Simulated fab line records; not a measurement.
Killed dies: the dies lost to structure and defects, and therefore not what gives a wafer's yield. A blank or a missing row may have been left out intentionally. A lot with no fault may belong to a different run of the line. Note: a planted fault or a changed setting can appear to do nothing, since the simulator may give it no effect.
Which tool was responsible? ; flow ritCmos ; Sampling: 13 lots, 39 wafers, 3 of 202 route steps

== WHAT THE GAUGES SHOWED, per wafer ==
RIT_M1_RS_MEAS_01: measurement is done with a four-point probe. Usual: M1_AL_RS gives 0.0729 ohm/sq (standard deviation 0.00083).
lot;measured;on;M1_AL_RS (ohm/sq);flag
L376;day 3 09:31;filmMetro-02;0.0737 0.0724 0.0728;
L377;day 3 12:11;filmMetro-02;0.0734 0.0729 0.0734;
L378;day 3 21:19;filmMetro-01;0.0731 0.0729 0.0733;
L379;day 4 00:16;filmMetro-02;0.0739 0.0742 0.0736;
L380;day 4 04:04;filmMetro-01;0.0736 0.0725 0.0723;
L381;day 4 08:22;filmMetro-04;0.0738 0.0740 0.0738;
L382;day 4 13:02;filmMetro-01;0.0715 0.0723 0.0738;
L386;day 5 12:16;filmMetro-02;0.0568 0.0558 0.0566;OFF
L388;day 5 21:58;filmMetro-02;0.0555 0.0564 0.0556;OFF
L393;day 6 20:12;filmMetro-02;0.0724 0.0717 0.0717;
L395;day 7 06:47;filmMetro-01;0.0737 0.0739 0.0732;
L397;day 7 15:58;filmMetro-02;0.0739 0.0738 0.0739;
L399;day 8 06:44;filmMetro-02;0.0746 0.0726 0.0735;

RIT_M1_THK_MEAS_02: measures by xrf. Usual: M1_AL_THK gives 401 nm (standard deviation 6).
lot;measured;on;M1_AL_THK (nm);flag
L376;day 3 09:38;filmMetro-02;399 405 405;
L377;day 3 12:18;filmMetro-02;401 401 399;
L378;day 3 21:26;filmMetro-01;395 396 390;
L379;day 4 00:23;filmMetro-02;400 399 401;
L380;day 4 04:11;filmMetro-01;393 399 399;
L381;day 4 08:29;filmMetro-04;395 394 394;
L382;day 4 13:09;filmMetro-01;402 400 391;
L386;day 5 12:23;filmMetro-02;514 524 515;OFF
L388;day 5 22:05;filmMetro-02;528 520 525;OFF
L393;day 6 20:19;filmMetro-02;408 413 411;
L395;day 7 06:53;filmMetro-01;395 392 398;
L397;day 7 16:05;filmMetro-02;399 398 398;
L399;day 8 06:50;filmMetro-02;395 404 400;

== TOOL THAT RAN EACH LOT (tool first, then ch and the chambers of the sampled wafers, then the start) ==
lot;RIT_M1_SPUTTER_00
L376;pvdSputter-04, day 3 09:14
L377;pvdSputter-01, day 3 11:53
L378;pvdSputter-04, day 3 21:02
L379;pvdSputter-01, day 3 23:58
L380;pvdSputter-04, day 4 03:46
L381;pvdSputter-01, day 4 08:04
L382;pvdSputter-04, day 4 12:44
L386;pvdSputter-04, day 5 11:58
L388;pvdSputter-04, day 5 21:40
L393;pvdSputter-02, day 6 19:54
L395;pvdSputter-01, day 7 06:26
L397;pvdSputter-01, day 7 15:40
L399;pvdSputter-02, day 8 06:25
- RIT_M1_SPUTTER_00: material Al, target thk 400 nm, time 500 s.

== AS READ BY THE TOOLS THEMSELVES (means over the sampled wafers that have a number; for cases with no such wafer, the mark the record gives instead) ==
RIT_M1_SPUTTER_00. Usual: throttleValvePct 29.9 %, standard deviation 0.89.
lot;tool;throttleValvePct (%);flag
L376;pvdSputter-04;30.7;
L377;pvdSputter-01;29.6;
L378;pvdSputter-04;30.4;
L379;pvdSputter-01;29.3;
L380;pvdSputter-04;30.1;
L381;pvdSputter-01;29.9;
L382;pvdSputter-04;29.8;
L386;pvdSputter-04;30.7;
L388;pvdSputter-04;30.1;
L393;pvdSputter-02;30.3;
L395;pvdSputter-01;29.1;
L397;pvdSputter-01;29.7;
L399;pvdSputter-02;29.9;

== THE ANSWER, worked out from the rows above alone ==
Rule: a lot is off if the mean of its wafers that have a number lies more than 3 standard deviations from the usual mean. A lot without any number at a reading at which 4 lots or more have one is off too. The other lots that the step has rows for count as sound. The gauges are gone through in route order, then the tools' own readings, and for those a lot's mean is taken as printed above. The first step at which some lot is off is used, and at that step the reading that is off furthest; a lot without a number counts as furthest.
Off: at RIT_M1_RS_MEAS_01 (M1_AL_RS), L386, L388.
A tool fits if, at a process step before that reading, it ran every lot that is off, and no sound lot after the first of them. Those tools and the gauges at RIT_M1_RS_MEAS_01 are tried in the same way. One fits: RIT_M1_SPUTTER_00 on pvdSputter-04. A fault onset in the window from L382 (day 4 12:44, its last sound lot) to L386 (day 5 11:58, its first lot off) fits.

== WHAT WAS PUT IN BY THE SIMULATOR ==
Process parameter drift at RIT_M1_SPUTTER_00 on pvdSputter-04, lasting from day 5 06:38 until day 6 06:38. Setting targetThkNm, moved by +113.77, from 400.
Struck lots among those shown: L386, L388. The same result came from the rule above.
